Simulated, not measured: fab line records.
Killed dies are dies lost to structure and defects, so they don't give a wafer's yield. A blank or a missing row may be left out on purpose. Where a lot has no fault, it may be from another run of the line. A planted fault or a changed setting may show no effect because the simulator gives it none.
Struck lot and sound lot, side by side + flow berkeley_cmos170 + 15 out of 331 route steps
Sound: these wafers, L519.2, L519.5, L519.6. Struck: wafers L526.1, L526.3, L526.6. At the end, the cause is stated.
Per side, at each step with rows, come the tool, then ch with its chambers, and then its first start. Under that, the readings that differ: sound wafers + struck wafers + difference of the means + sigmas: that difference in standard deviations of wafers without a fault.
alike: readings with means less than 2 such deviations apart, plus words and numbers identical on both sides. not compared: withheld readings, readings lacking a value on some wafer, bounds such as >300 that could conceal the same value, and numbers that have no deviation in the record and whose values overlap.
A row with sigmas, a row that says differs or no value, or rows on one side alone: a step with any of these is where the two part. Numbers that don't overlap but have no deviation are shown without sigmas and don't part them. Lack of a reading on every wafer of one side parts them only where that side has two or more wafers.

UCB170_CONTACT_ETCH_18: etches PSG in CHF3/CF4/Ar, stops on TiSi2, target depth 840 nm, time 195 s.
  sound: rie_diel-04 ch 0,3; struck: rie_diel-01 ch 0,1,3
  alike: drypump_motor_current_A, oes_product_au, throttle_valve_pct
  not compared: rf_hours_counter_h
UCB170_CONTACT_STRIP_19: strips in O2.
  sound on plasma_asher-02 ch 0,1, day 8 13:39; struck on plasma_asher-02 ch 0,1, day 10 12:53
  alike: drypump_motor_current_A, oes_product_au
  not compared: rf_hours_counter_h
UCB170_CONTACT_CD_MEAS_90: target cd 700 nm.
  sound on cd_sem-01 at day 8 13:46; struck on cd_sem-02 at day 10 12:59
  alike: cd_nm
then, 1 step without rows for these wafers: UCB170_CONTACT_CLEAN_20 (cleans in SPM, time 600 s).
UCB170_M1_SPUTTER_00: material Al, target thk 600 nm, time 80 s.
  sound on pvd_sputter-02 at day 8 15:41; struck on pvd_sputter-04 at day 10 13:17
  alike: chamber_pressure_pa, throttle_valve_pct
UCB170_M1_RS_MEAS_01: the measuring method here is four-point-probe.
  sound on film_metro-03 at day 8 15:46; struck on film_metro-03 at day 10 13:22
  alike: M1_AL_RS
UCB170_M1_THK_MEAS_02: measures by xrf.
  sound on film_metro-03 at day 8 15:53; struck on film_metro-03 at day 10 13:29
  alike: M1_AL_THK
then, 5 steps without rows for these wafers: UCB170_M1_COAT_03; UCB170_M1_COAT_04 (resist thk 900 nm); UCB170_M1_SOFTBAKE_05 (time 60 s); UCB170_M1_EXPOSE_06 (exposes mask METAL1, target cd 700 nm); UCB170_M1_PEB_07.
UCB170_M1_DEVELOP_08: develop time 45 s.
  sound on litho_track-04 ch 0, day 8 17:00; struck on litho_track-03 ch 0, day 10 14:00
| reading              | sound             | struck            | difference | sigmas |
|----------------------|-------------------|-------------------|------------|--------|
| developer_temp_C (C) | 20.95 21.00 20.98 | 20.09 20.00 20.25 | -0.86      | -9     |
UCB170_M1_CD_MEAS_09: target cd 700 nm.
  sound on cd_sem-02 at day 8 17:42; struck on cd_sem-01 at day 10 14:52
  alike: cd_nm
next, for these wafers, 1 step has no rows: UCB170_M3_PROBE_99.

## WHERE THEY PART
Within this record, at UCB170_M1_DEVELOP_08 only. Later steps at which nothing parts them and some readings are alike: UCB170_M1_CD_MEAS_09.

WHY: what the simulator had put in
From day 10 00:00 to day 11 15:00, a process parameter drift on litho_track-03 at UCB170_M1_DEVELOP_08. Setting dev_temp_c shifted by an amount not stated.
